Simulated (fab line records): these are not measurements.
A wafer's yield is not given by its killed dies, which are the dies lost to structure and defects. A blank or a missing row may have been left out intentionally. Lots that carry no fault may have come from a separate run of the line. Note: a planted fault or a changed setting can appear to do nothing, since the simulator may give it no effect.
Which tool was responsible? + flow berkeley_cmos170 + 21 wafers sampled from 7 lots at 1 step of a route of 331

== WHAT THE GAUGES SHOWED, per wafer ==
UCB170_M1_CD_MEAS_09 targets a cd of 700 nm.
| lot  | measured     | on        | cd_nm (nm)        |
|------|--------------|-----------|-------------------|
| L628 | day 8 22:06  | cd_sem-02 | 700.2 700.0 699.7 |
| L629 | day 9 05:37  | cd_sem-01 | 699.4 699.0 698.1 |
| L634 | day 10 13:26 | cd_sem-01 | 701.2 701.7 701.5 |
| L641 | day 11 14:50 | cd_sem-01 | 698.3 697.4 697.4 |
| L644 | day 12 06:16 | cd_sem-01 | 699.9 699.7 700.6 |
| L643 | day 12 07:16 | cd_sem-02 | 700.3 699.9 700.6 |
| L649 | day 13 06:12 | cd_sem-01 | 701.4 700.2 700.9 |

== WHAT TOOL EACH LOT RAN ON (gives the tool, then ch and the chambers of the sampled wafers, and finally the start) ==
The record holds no process step before these readings.

== THE ANSWER, worked out from the rows above alone ==
Rule: what is usual is taken from the lots themselves. The widest of any qualifying gaps counts: lots, ordered by their means at a reading, are off when they make up no more than a third of the lots, leave a main group of 4 or more, and stand apart from it by 3 or more times the standard deviation of that group's means. A main group is skipped when, at the precision printed for the reading in the tables above, its means are all equal. Also off: a lot with no number at a reading for which 4 or more lots have one. All remaining lots with rows at the step are treated as sound.
No lot is off on any of the readings shown, so nothing can be concluded from this.

== WHAT THE SIMULATOR HAD PUT IN ==
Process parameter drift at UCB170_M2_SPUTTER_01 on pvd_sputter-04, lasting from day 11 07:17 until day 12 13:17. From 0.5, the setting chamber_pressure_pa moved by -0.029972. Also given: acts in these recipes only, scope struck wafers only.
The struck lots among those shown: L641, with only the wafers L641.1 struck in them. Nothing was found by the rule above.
